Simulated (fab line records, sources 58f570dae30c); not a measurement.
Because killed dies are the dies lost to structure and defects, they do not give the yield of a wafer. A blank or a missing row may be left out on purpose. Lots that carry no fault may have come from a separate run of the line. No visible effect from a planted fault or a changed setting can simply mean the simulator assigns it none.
2 desks looking at one fault ; flow berkeleyCmos170 ; numbers are kept per desk, each desk with only its own; the story behind them comes last

== METROLOGY DESK ==
Lot by lot, what the gauges showed, no matter which tool ran the lot: averages of those sampled wafers that carry a number. If a lot's mean is further than 4 standard deviations from the usual mean, the lot is out of limits and carries the mark OUT (the distance appears in the brackets).
Columns: A = NWELL_TW at UCB170_NWELL_TW_MEAS_16, usual 1238; B = PVT_TW at UCB170_PVT_TW_MEAS_09, usual 510
lot;first seen here;A;B
L706;day 2 20:31;1243;515
L707;day 3 13:08;1256;499
L710;day 4 02:36;1261;512
L709;day 4 02:53;1237;515
L713;day 4 15:52;1235;517
L712;day 4 16:08;1238;516
L715;day 4 16:08;1228;515
L716;day 4 16:16;1228;516
L714;day 4 16:25;1241;512
L719;day 5 19:13;1224;500
L721;day 6 00:21;1255;498
L725;day 6 12:29;1239;501
L727;day 6 21:36;1237;514
L729;day 7 08:07;1245;515
This desk's finding: nothing out of limits on any of the 14 lots.

== FOR THE TOOL OWNER'S DESK: rieSi-01 ==
The tool's own readings at UCB170_GATE_ETCH_15 (etches poly-Si in HBr/Cl2, stops on SiO2, time 56.3 s, target depth 278.2 nm): means of the sampled wafers that have a number, for each lot that ran on this tool. If a lot's mean is further than 4 standard deviations from the usual mean, the lot is out of limits and carries the mark OUT (the distance appears in the brackets).
Columns: A = drypumpMotorCurrentA at UCB170_GATE_ETCH_15, usual 5.6 A; B = oesProductAu at UCB170_GATE_ETCH_15, usual 0.835 a.u.; C = throttleValvePct at UCB170_GATE_ETCH_15, usual 26.48 %
lot;first seen here;A;B;C
L706;day 7 23:34;5.5;0.831;26.41
L715;day 9 16:32;5.8;0.826;26.39
L714;day 9 16:54;6.1;0.835;26.36
L716;day 9 17:30;6.1;0.832;26.36
L719;day 10 19:49;5.5;0.820;26.41
L721;day 10 19:56;6.1;0.836;26.35
L725;day 11 04:49;5.5;0.844;26.41
This desk's finding: nothing out of limits on any of the 7 lots.

== BROUGHT TOGETHER ==
At the metrology desk, nothing out of limits was observed.
Nothing out of limits was seen by the tool owner's desk.

== WHAT THE SIMULATOR PUT IN ==
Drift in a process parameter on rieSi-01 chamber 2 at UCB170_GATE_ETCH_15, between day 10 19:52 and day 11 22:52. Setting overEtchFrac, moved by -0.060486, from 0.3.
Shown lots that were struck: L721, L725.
